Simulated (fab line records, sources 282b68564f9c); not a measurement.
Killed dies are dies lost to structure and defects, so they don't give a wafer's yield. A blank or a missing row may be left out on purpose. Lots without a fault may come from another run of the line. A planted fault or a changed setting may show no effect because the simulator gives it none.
A sampling plan put to the test | flow rit_cmos | one fab line, 10 faults that these records tell of, each judged on the records of the lots that it struck
The plan is the line's own looks: the steps of the route at which a gauge or an inspection reads the wafer and doesn't change it. A look can be judged if struck wafers have a number there and the file gives its usual mean and standard deviation on fault-free wafers. Caught: at a look after the fault's first step, the mean of the struck wafers lies 4 or more of those standard deviations (sigma) from the usual mean. On the tool: the same test on the tool's own readings at the fault's steps. Another recipe on the struck wafers, or a record that is blank for them alone, also counts as caught.

THE FAULTS, as the simulator had put them in
1. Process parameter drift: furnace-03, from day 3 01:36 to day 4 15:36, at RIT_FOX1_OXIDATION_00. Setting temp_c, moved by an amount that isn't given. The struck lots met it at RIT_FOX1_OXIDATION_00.
2. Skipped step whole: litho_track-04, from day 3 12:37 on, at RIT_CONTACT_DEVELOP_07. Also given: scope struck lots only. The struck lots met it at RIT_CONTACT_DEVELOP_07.
3. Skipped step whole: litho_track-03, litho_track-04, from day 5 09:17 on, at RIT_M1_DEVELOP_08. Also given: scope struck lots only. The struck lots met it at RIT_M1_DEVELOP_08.
4. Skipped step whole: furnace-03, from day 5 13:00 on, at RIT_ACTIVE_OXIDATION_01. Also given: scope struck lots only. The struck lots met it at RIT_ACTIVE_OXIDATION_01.
5. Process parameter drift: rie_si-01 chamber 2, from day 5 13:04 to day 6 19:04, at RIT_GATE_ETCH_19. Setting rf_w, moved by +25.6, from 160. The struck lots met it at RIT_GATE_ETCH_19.
6. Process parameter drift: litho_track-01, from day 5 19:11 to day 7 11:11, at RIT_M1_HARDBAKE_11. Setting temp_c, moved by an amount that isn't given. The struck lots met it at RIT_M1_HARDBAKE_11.
7. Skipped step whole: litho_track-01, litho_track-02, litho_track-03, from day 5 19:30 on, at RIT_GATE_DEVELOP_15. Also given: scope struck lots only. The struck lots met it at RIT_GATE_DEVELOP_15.
8. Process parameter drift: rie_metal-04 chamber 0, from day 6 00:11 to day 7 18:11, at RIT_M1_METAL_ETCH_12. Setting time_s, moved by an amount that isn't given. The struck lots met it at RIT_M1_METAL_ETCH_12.
9. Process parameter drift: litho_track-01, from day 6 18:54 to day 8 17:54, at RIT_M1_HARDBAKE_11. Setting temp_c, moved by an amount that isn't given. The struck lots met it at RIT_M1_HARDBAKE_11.
10. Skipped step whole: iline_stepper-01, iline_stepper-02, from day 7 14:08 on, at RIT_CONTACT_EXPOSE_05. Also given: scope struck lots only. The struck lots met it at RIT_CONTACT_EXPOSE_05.

WHAT THE PLAN SAW
fault | on the tool itself                               | first look that catches it                      | reading, sigma | median hours from its first step to that look | hours from the fault's start to the first struck lot there | judged looks passed uncaught
1     | tube_center_temp_C -99 or beyond sigma           | none of the 3 looks that can be judged after it | -              | -                                             | -                                                          | 3
2     | the tool's record is blank for the struck wafers | no look after it can be judged                  | -              | -                                             | -                                                          | 0
3     | the tool's record is blank for the struck wafers | no look after it can be judged                  | -              | -                                             | -                                                          | 0
4     | the tool's record is blank for the struck wafers | no look after it can be judged                  | -              | -                                             | -                                                          | 0
5     | rf_fwd_power_W +51 sigma                         | no look after it can be judged                  | -              | -                                             | -                                                          | 0
6     | heater_power_total_W -12 sigma                   | no look after it can be judged                  | -              | -                                             | -                                                          | 0
7     | the tool's record is blank for the struck wafers | no look after it can be judged                  | -              | -                                             | -                                                          | 0
8     | run_length_s -29 sigma                           | no look after it can be judged                  | -              | -                                             | -                                                          | 0
9     | heater_power_total_W +8.1 sigma                  | no look after it can be judged                  | -              | -                                             | -                                                          | 0
10    | no reading that can be judged                    | no look after it can be judged                  | -              | -                                             | -                                                          | 0
A dash: the fault isn't caught, or these records don't give the number.

Caught at a look: 0 of 10. Caught on the tool: 9 of 10. By one or the other: 9 of 10.
Caught on the tool alone: faults 1, 2, 3, 4, 5, 6, 7, 8, 9.
Caught by neither: fault 10.
